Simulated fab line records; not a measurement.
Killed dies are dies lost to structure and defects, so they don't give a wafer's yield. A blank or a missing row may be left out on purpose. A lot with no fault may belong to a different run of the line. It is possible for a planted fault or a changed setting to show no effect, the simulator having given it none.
fab line records	flow ritCmos
record lots=7	wafers=21	lastDay=7
route steps=202 shown GATE@94 REOX@98 NLDD@103 M1@202
lots that met no fault: taken from a fault-free run of the same line
startH: the number of hours between the record's first day and the start of the first shown wafer of the lot	waitH: how many hours have passed since the lot's step before this one	" unchanged from the row above	L1.1+2: a single row standing in for several wafers	- no value present, or no start provided	* or withheld: withheld	< > ~ a bound
route shown NAME@n: names a module that has steps shown in the file, with the first one's number in the route	usual: mean and standard deviation over wafers with no fault	same: alike in all rows	chamber/n: place in a boat	sites: each site's reading	_std_site: standard deviation of those values	_edge_site: the outer-site mean with the inner-site mean subtracted	radiusMm: for every site, how far away it sits from the centre of the wafer	mask NAME#n: copy n	behind: the most recent tool/chamber to have shaped the wafer	hold: reason for holding the lot/hours on hold/outcome of the hold	device: the n, p or np transistor that did not switch	end of line: the route-end tests of the same wafers	a step without rows: its recipe alone	killed: dies that structure and defects cost at the first sort, which is not the same as the wafer's yield	map: dies across one wafer; x = killed, . = not, _ = none there
set.NAME: the setting that was run; set.NAME@STEP: the one run at that earlier step	model.NAME: the simulator's own value behind a step, which no gauge read
lots at selected steps of the route; one table per step, one row per wafer
services: from which hour (startH, from the record's first day; less than 0 if before it) a tool's chamber was out of use, for how many hours, and why
## steps
# step RIT_GATE_HARDBAKE_18
# recipe resist=NOVOLAK	tempC=140	timeS=60
# step RIT_GATE_ETCH_19
# recipe chemistry=SF6/CHF3/O2	timeS=165	SF6_flow_sccm=30	CHF3_flow_sccm=30	O2_flow_sccm=5	target=poly-Si	pressureMtorr=40	rfW=160	targetDepthA=3125	overEtchFrac=0.25	stopOn=SiO2
# usual drypumpMotorCurrentA=5.8/0.53	oesProductAu=0.850/0.01	throttleValvePct=10.27/0.2
lot.wafer	tool	chamber	startH	waitH	drypumpMotorCurrentA	oesProductAu	rfHoursCounterH	throttleValvePct
L773.2	rieSi-01	2	62.52	0.1	5.3	0.858	126	10.04
L773.4	"	0	"	"	6.3	0.843	50	10.54
L773.5	"	3	"	"	6.0	0.848	-	10.26
L776.1	rieSi-01	0	73.01	0.1	6.2	0.841	51	10.54
L776.4	"	3	"	"	6.0	0.844	3	10.25
L776.6	"	1	"	"	6.5	0.851	-	10.43
L781.1	rieSi-01	1	87.49	0.1	6.5	0.838	73	10.43
L781.2	"	0	"	"	6.2	0.841	51	10.53
L781.6	"	3	"	"	6.0	0.833	-	10.27
L783.1	rieSi-01	1	97.88	0.1	6.5	0.852	73	10.42
L783.2	"	0	"	"	6.2	0.838	51	10.54
L783.5	"	1	"	"	6.4	0.860	-	10.41
L784.1	rieSi-02	2	103.33	0.1	5.2	0.862	114	9.96
L784.3	"	0	"	"	5.0	0.857	1	10.40
L784.4	"	1	"	"	6.0	0.834	130	10.10
L786.1	rieSi-02	3	113.86	0.1	6.4	0.828	4	10.50
L786.2	"	1	"	"	6.0	0.849	130	10.13
L786.5	"	0	"	"	5.0	0.854	-	10.40
L795.1	rieSi-01	0	156.39	0.1	6.2	0.852	51	10.53
L795.3	"	1	"	"	6.5	0.845	73	10.40
L795.6	"	3	"	"	6.0	0.850	-	10.27
# step RIT_GATE_STRIP_20
# recipe chemistry=O2	timeS=180	resist=NOVOLAK	platenTempC=withheld	powerW=500	pressureMtorr=4000	o2FlowSccm=4000
# usual drypumpMotorCurrentA=6.0/0.44
lot.wafer	tool	chamber	startH	waitH	drypumpMotorCurrentA	rfHoursCounterH
L773.2	plasmaAsher-04	1	62.63	0.1	6.7	27
L773.4	"	0	"	"	6.3	-
L773.5	"	1	"	"	6.7	-
L776.1	plasmaAsher-03	1	73.12	0.1	5.5	40
L776.4	"	0	"	"	5.9	-
L776.6	"	0	"	"	5.9	-
L781.1	plasmaAsher-03	1	87.60	0.1	5.4	42
L781.2	"	0	"	"	5.9	42
L781.6	"	0	"	"	5.9	-
L783.1	plasmaAsher-03	1	97.99	0.1	5.4	44
L783.2	"	0	"	"	5.9	44
L783.5	"	1	"	"	5.5	-
L784.1	plasmaAsher-04	1	103.43	0.1	6.7	33
L784.3	"	1	"	"	6.7	-
L784.4	"	0	"	"	6.4	-
L786.1	plasmaAsher-04	0	113.96	0.1	6.4	35
L786.2	"	1	"	"	6.7	35
L786.5	"	1	"	"	6.7	-
L795.1	plasmaAsher-03	0	156.50	0.1	5.9	51
L795.3	"	1	"	"	5.5	-
L795.6	"	0	"	"	5.9	-
# step RIT_GATE_CD_MEAS_90
# recipe targetCdNm=150
# usual cdNm=148.9/2.3
lot.wafer	tool	chamber	startH	waitH	cdNm
L773.2	cdSem-02	-	62.83	0.1	146.8
L773.4	"	-	"	"	145.1
L773.5	"	-	"	"	150.6
L776.1	cdSem-02	-	73.29	0.1	147.9
L776.4	"	-	"	"	150.5
L776.6	"	-	"	"	150.6
L781.1	cdSem-01	-	87.77	0.1	147.0
L781.2	"	-	"	"	147.2
L781.6	"	-	"	"	145.8
L783.1	cdSem-02	-	98.17	0.1	150.5
L783.2	"	-	"	"	148.9
L783.5	"	-	"	"	149.3
L784.1	cdSem-02	-	103.61	0.1	151.1
L784.3	"	-	"	"	150.0
L784.4	"	-	"	"	151.0
L786.1	cdSem-02	-	114.14	0.1	145.5
L786.2	"	-	"	"	145.9
L786.5	"	-	"	"	145.5
L795.1	cdSem-01	-	156.68	0.1	151.2
L795.3	"	-	"	"	150.9
L795.6	"	-	"	"	149.5
# step RIT_REOX_CLEAN_00
# recipe chemistry=SC1	mix=3:3:50	timeS=600	tempC=75
# step RIT_REOX_CLEAN_01
# recipe chemistry=dHF	dilution=50:1	timeS=30
# step RIT_REOX_CLEAN_02
# recipe chemistry=SC2	mix=3:3:50	timeS=600	tempC=75	dry=n2Spin
# step RIT_REOX_OXIDATION_03
# recipe tempC=900	ambient=O2	targetThkA=252	oxTimeS=5580
# step RIT_REOX_THK_MEAS_04
# recipe reads=SiO2_of_REOX_OXIDATION_03
# usual REOX_OXIDE_THK=25.2/0.41
lot.wafer	tool	chamber	startH	waitH	REOX_OXIDE_THK[nm]
L773.2	filmMetro-01	-	67.10	0.0	24.6
L773.4	"	-	"	"	24.6
L773.5	"	-	"	"	24.8
L776.1	filmMetro-04	-	77.14	0.0	25.8
L776.4	"	-	"	"	25.5
L776.6	"	-	"	"	25.4
L781.1	filmMetro-01	-	91.56	0.0	26.0
L781.2	"	-	"	"	25.9
L781.6	"	-	"	"	26.2
L783.1	filmMetro-04	-	101.70	0.0	25.3
L783.2	"	-	"	"	25.3
L783.5	"	-	"	"	25.1
L784.1	filmMetro-03	-	106.65	0.0	24.6
L784.3	"	-	"	"	24.3
L784.4	"	-	"	"	24.6
L786.1	filmMetro-03	-	117.62	0.0	25.8
L786.2	"	-	"	"	25.9
L786.5	"	-	"	"	25.5
L795.1	filmMetro-03	-	160.66	0.0	26.0
L795.3	"	-	"	"	25.4
L795.6	"	-	"	"	25.5
# step RIT_NLDD_HMDS_00
# recipe primeTimeS=60	primeTempC=140
# step RIT_NLDD_COAT_01
# recipe resist=NOVOLAK	spinRpm=3250	resistThkNm=1000
# step RIT_NLDD_SOFTBAKE_02
# recipe resist=NOVOLAK	tempC=90	timeS=60
# step RIT_NLDD_EXPOSE_03
# recipe maskId=M7	na=0.57	targetCdNm=40700	doseMj=250
lot.wafer	tool	chamber	startH	waitH	mask	model.NLDD.overlayXNm
L773.2+4+5	ilineStepper-01	0	68.02	0.2	M7#0	-0.7352
L776.1+4+6	ilineStepper-02	0	78.02	0.5	M7#0	-1.316
L781.1+2+6	ilineStepper-01	0	92.25	0.2	M7#0	-299
L783.1+2+5	ilineStepper-01	0	102.34	0.2	M7#0	-298.9
L784.1+3+4	ilineStepper-01	0	107.16	0.1	M7#0	-300
L786.1+2+5	ilineStepper-02	0	118.34	0.2	M7#0	0.6762
L795.1+3+6	ilineStepper-02	0	161.17	0.1	M7#0	0.01911
# step RIT_NLDD_PEB_04
# recipe resist=NOVOLAK	tempC=withheld	timeS=withheld
# step RIT_NLDD_DEVELOP_05
# recipe resist=NOVOLAK	developTimeS=50	devTempC=23
# step RIT_NLDD_OVL_MEAS_06
# usual NLDD_OVL=-0.2/1.2
lot.wafer	tool	chamber	startH	waitH	NLDD_OVL[nm]
L773.2	overlay-01	-	68.48	-	-0.4
L773.4	"	-	"	"	0.3
L773.5	"	-	"	"	-0.4
L776.1	overlay-01	-	78.46	-	-2.6
L776.4	"	-	"	"	-2.8
L776.6	"	-	"	"	-1.0
L781.1	overlay-01	-	92.65	-	-301.1
L781.2	"	-	"	"	-299.5
L781.6	"	-	"	"	-299.8
L783.1	overlay-01	-	102.74	-	-300.2
L783.2	"	-	"	"	-300.9
L783.5	"	-	"	"	-298.7
L784.1	overlay-01	-	107.56	-	-301.6
L784.3	"	-	"	"	-300.3
L784.4	"	-	"	"	-300.1
L786.1	overlay-02	-	118.74	-	2.5
L786.2	"	-	"	"	2.3
L786.5	"	-	"	"	1.9
L795.1	overlay-02	-	161.57	-	-0.2
L795.3	"	-	"	"	-0.4
L795.6	"	-	"	"	-0.6
# step RIT_NLDD_HARDBAKE_07
# recipe resist=NOVOLAK	tempC=140	timeS=60
# step RIT_M1_PROBE_99
# usual killedAtFrontEnd=7.3/2.8	killedDies=7.3/2.8	killedOpen=3.8/1.9	killedShort=3.5/1.8
# same grossDies=264	killed_at_M0_to_M3=0	killed_at_M4_up=0	killedAtBackSide=0	killedAtContacts=0	killedAtOther=0
lot.wafer	tool	chamber	startH	waitH	killedAtFrontEnd	killedDies	killedOpen	killedShort	model.etest.nldd.widthNm
L773.2	prober-02	-	84.31	0.1	8	8	3	5	3181
L773.4	prober-02	-	84.41	0.2	3	3	0	3	3171
L773.5	prober-02	-	84.46	0.2	9	9	3	6	3183
L776.1	prober-02	-	96.18	0.1	8	8	4	3	3188
L776.4	prober-02	-	96.33	0.2	5	5	3	2	3174
L776.6	prober-02	-	96.43	0.2	7	7	4	3	3174
L781.1	prober-02	-	108.58	0.1	9	9	4	5	2943
L781.2	prober-02	-	108.63	0.1	10	10	5	5	2938
L781.6	prober-02	-	108.83	0.2	7	7	5	2	2939
L783.1	prober-02	-	118.82	0.1	9	9	4	5	2967
L783.2	prober-02	-	118.87	0.1	5	5	3	2	2952
L783.5	prober-02	-	119.02	0.2	8	8	2	6	2964
L784.1	prober-01	-	123.35	0.1	8	8	4	4	2965
L784.3	prober-01	-	123.45	0.2	5	5	3	2	2951
L784.4	prober-01	-	123.50	0.2	6	6	3	3	2967
L786.1	prober-01	-	135.51	0.1	12	12	4	5	3175
L786.2	prober-01	-	135.56	0.1	4	4	2	2	3216
L786.5	prober-01	-	135.71	0.2	2	2	0	2	3205
L795.1	prober-02	-	176.64	0.1	3	3	0	3	3171
L795.3	prober-02	-	176.74	0.2	6	6	4	2	3177
L795.6	prober-02	-	176.89	0.2	7	7	3	4	3200
# killed by level:class
L773.2 GATE:geometricParticle:short=4 FOX1:geometricParticle:open=1 FOX2:geometricParticle:short=1 GATE:geometricParticle:open=1 REOX:geometricParticle:open=1
L773.4 ACTIVE:geometricParticle:short=1 FOX2:geometricParticle:short=1 SPACER:geometricParticle:short=1
L773.5 GATE:geometricParticle:short=4 FOX1:geometricParticle:open=2 FOX2:geometricParticle:short=1 REOX:geometricParticle:short=1 SPACER:geometricParticle:open=1
L776.1 GATE:geometricParticle:open=3 FOX1:geometricParticle:short=1 FOX2:geometricParticle:short=1 GATE:geometricParticle:short=1 SPACER:geometricParticle:open=1 NLDD:coatMicrobubblePrinted=1
L776.4 GATE:geometricParticle:open=2 GATE:geometricParticle:short=1 REOX:geometricParticle:open=1 SPACER:geometricParticle:short=1
L776.6 GATE:geometricParticle:open=2 SILICIDE:geometricParticle:short=2 FOX2:geometricParticle:open=1 GATE:geometricParticle:short=1 SPACER:geometricParticle:open=1
L781.1 GATE:geometricParticle:short=4 GATE:geometricParticle:open=2 FOX1:geometricParticle:open=1 REOX:geometricParticle:short=1 SILICIDE:geometricParticle:open=1
L781.2 SILICIDE:geometricParticle:open=3 GATE:geometricParticle:short=2 SPACER:geometricParticle:short=2 GATE:geometricParticle:open=1 SPACER:geometricParticle:open=1 SILICIDE:geometricParticle:short=1
L781.6 SPACER:geometricParticle:open=2 SILICIDE:geometricParticle:open=2 FOX2:geometricParticle:open=1 GATE:geometricParticle:short=1 SPACER:geometricParticle:short=1
L783.1 SILICIDE:geometricParticle:short=3 GATE:geometricParticle:short=2 FOX1:geometricParticle:open=1 GATE:geometricParticle:open=1 REOX:geometricParticle:open=1 SILICIDE:geometricParticle:open=1
L783.2 GATE:geometricParticle:open=2 GATE:geometricParticle:short=1 SPACER:geometricParticle:short=1 SILICIDE:geometricParticle:open=1
L783.5 GATE:geometricParticle:short=2 REOX:geometricParticle:short=2 GATE:geometricParticle:open=1 REOX:geometricParticle:open=1 SPACER:geometricParticle:short=1 SILICIDE:geometricParticle:short=1
L784.1 FOX1:geometricParticle:short=2 SPACER:geometricParticle:open=2 FOX1:geometricParticle:open=1 FOX2:geometricParticle:short=1 GATE:geometricParticle:open=1 SPACER:geometricParticle:short=1
L784.3 FOX2:geometricParticle:short=2 GATE:geometricParticle:open=2 SILICIDE:geometricParticle:open=1
L784.4 GATE:geometricParticle:short=3 GATE:geometricParticle:open=2 SILICIDE:geometricParticle:open=1
L786.1 NRETRO:coatMicrobubblePrinted=3 GATE:geometricParticle:short=2 REOX:geometricParticle:open=2 SPACER:geometricParticle:short=2 FOX1:geometricParticle:short=1 SPACER:geometricParticle:open=1 SILICIDE:geometricParticle:open=1
L786.2 GATE:geometricParticle:open=2 GATE:geometricParticle:short=1 SPACER:geometricParticle:short=1
L786.5 GATE:geometricParticle:short=2
L795.1 GATE:geometricParticle:short=3
L795.3 GATE:geometricParticle:open=3 FOX1:geometricParticle:short=2 SILICIDE:geometricParticle:open=1
L795.6 FOX1:geometricParticle:open=2 GATE:geometricParticle:short=2 FOX1:geometricParticle:short=1 SPACER:geometricParticle:short=1 SILICIDE:geometricParticle:open=1
## services
tool	chamber	startH	hours	kind
ilineStepper-01	0	48.95	-	calibration
rieSi-02	3	55.14	47.0	repair
ilineStepper-02	0	111.26	-	calibration
ilineStepper-01	-	115.01	3.7	repair
## key
firstSign step=RIT_NLDD_OVL_MEAS_06	reading=NLDD_OVL	direction=down	sigmas=99+	usual=-0.2	struck=-300.2
effect none on later readings
modelEffect step=RIT_NLDD_EXPOSE_03	value=NLDD.overlayXNm	without=0.6917	struck=-299.3
modelEffect step=RIT_M1_PROBE_99	value=etest.nldd.widthNm	without=3172	struck=2954
metAt RIT_NLDD_EXPOSE_03
struckWafers L781.1,L781.2,L781.6,L783.1,L783.2,L783.5,L784.1,L784.3,L784.4
testerLeftOut L781,L783,L784
onsetBetween 68.02 92.25
fault kind=scannerMatchingOverlay	tool=ilineStepper-01	chamber=-	onsetH=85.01	steps=RIT_NLDD_EXPOSE_03	offset=-300
# testerLeftOut: of these lots the tester's yield and bins aren't shown, on N5 and GAA mostly nor the transistor test; their killed dies are dies lost to structure and defects alone, not to doping, threshold or leakage, so they don't give the yield
